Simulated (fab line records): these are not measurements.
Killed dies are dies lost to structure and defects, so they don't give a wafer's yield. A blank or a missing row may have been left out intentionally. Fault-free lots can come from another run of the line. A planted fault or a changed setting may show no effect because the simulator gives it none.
Problem report, 8D (eight disciplines) form, completed by code -- flow rit-cmos -- the parts of the form that need people (team, actions taken, sign-off) are left out

== 1. THE ISSUE ==
At RIT_CONTACT_STRIP_12, run-length-s averages 231.6 s over 5 wafers from 2 lots, while fault-free wafers read 208.2 s, standard deviation 0.46. Relative to the usual mean, that is a shift of +51 standard deviations.
The step: strips in O2, time 180 s.
Earliest sighting: wafer L973.1 on plasma-asher-04 at day 6 17:48. At this step, 42 wafers from 14 lots have a number in the record. Rule for "out", or "out of limits": more than 4 standard deviations from the usual mean. All remaining wafers that have a number are taken as sound.

== 2. WHAT IT IS AND WHAT IT IS NOT ==
question,is,is not
which readings at this step,run-length-s,drypump-motor-current-A
which lots,"L973, L974","L960, L961, L962, L963, L964, L965, L966, L967, L969, L976, L978, L979"
which wafers of those lots,"L973.1, L973.5, L974.1, L974.3, L974.6",L973.6
read on which tools,plasma-asher-04,"plasma-asher-01, plasma-asher-02"
when,from day 6 17:48,"up to then (28 sound wafers); but 9 sound wafers of L976, L978, L979 came after"

== 3. THE SUSPECTS, EACH WITH WHAT RULES IT OUT ==
Counting: any tool at a process step up to the reading remains a suspect provided it ran every lot that is out. Sound lots after the first of them don't rule it out here, since some wafers of a struck lot are sound.
- plasma-asher-04 at RIT_CONTACT_STRIP_12 (strips in O2, time 180 s): kept. Every lot that is out went through it, the first being L973 (day 6 17:48); the last sound lot it ran before that was L966 (day 5 08:59). Out on those wafers are its own readings of run-length-s.
- Within plasma-asher-04 at RIT_CONTACT_STRIP_12: the wafers that are out ran in chamber 0; their sound lot-mates ran in chamber 1.
Remaining after the count: plasma-asher-04 at RIT_CONTACT_STRIP_12.

== 4. THE CAUSE (what the simulator had put in) ==
plasma-asher-04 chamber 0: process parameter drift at RIT_CONTACT_STRIP_12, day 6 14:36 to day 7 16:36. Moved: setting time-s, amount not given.
Counting left only this tool.

== 5. THE CHAIN OF EFFECTS, in route order ==
One row per reading whose mean, taken over the struck wafers that have a number, lies over 3 standard deviations from the usual. Only readings whose record carries a usual standard deviation are examined. hours: median over the lots of the time between each lot's start at the first step of this table that gives one and its start at this step. sigmas: the change, counted in usual standard deviations.
hours,step,reading,usual,on struck wafers,change,sigmas
0,RIT_CONTACT_STRIP_12,run-length-s,208.2 s,231.6,+23.4,+51
The process steps in it:
- RIT_CONTACT_STRIP_12: strips in O2, time 180 s.
Later measuring or inspecting steps at which every struck wafer that the step has a row for has a number for every such reading, and none has moved that far: RIT_M1_BOW_MEAS_16.

== 6. WHAT WOULD HAVE CAUGHT IT SOONER ==
In this record no reading fell out of limits until day 6 17:48, 3 hours after the fault had begun at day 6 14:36.
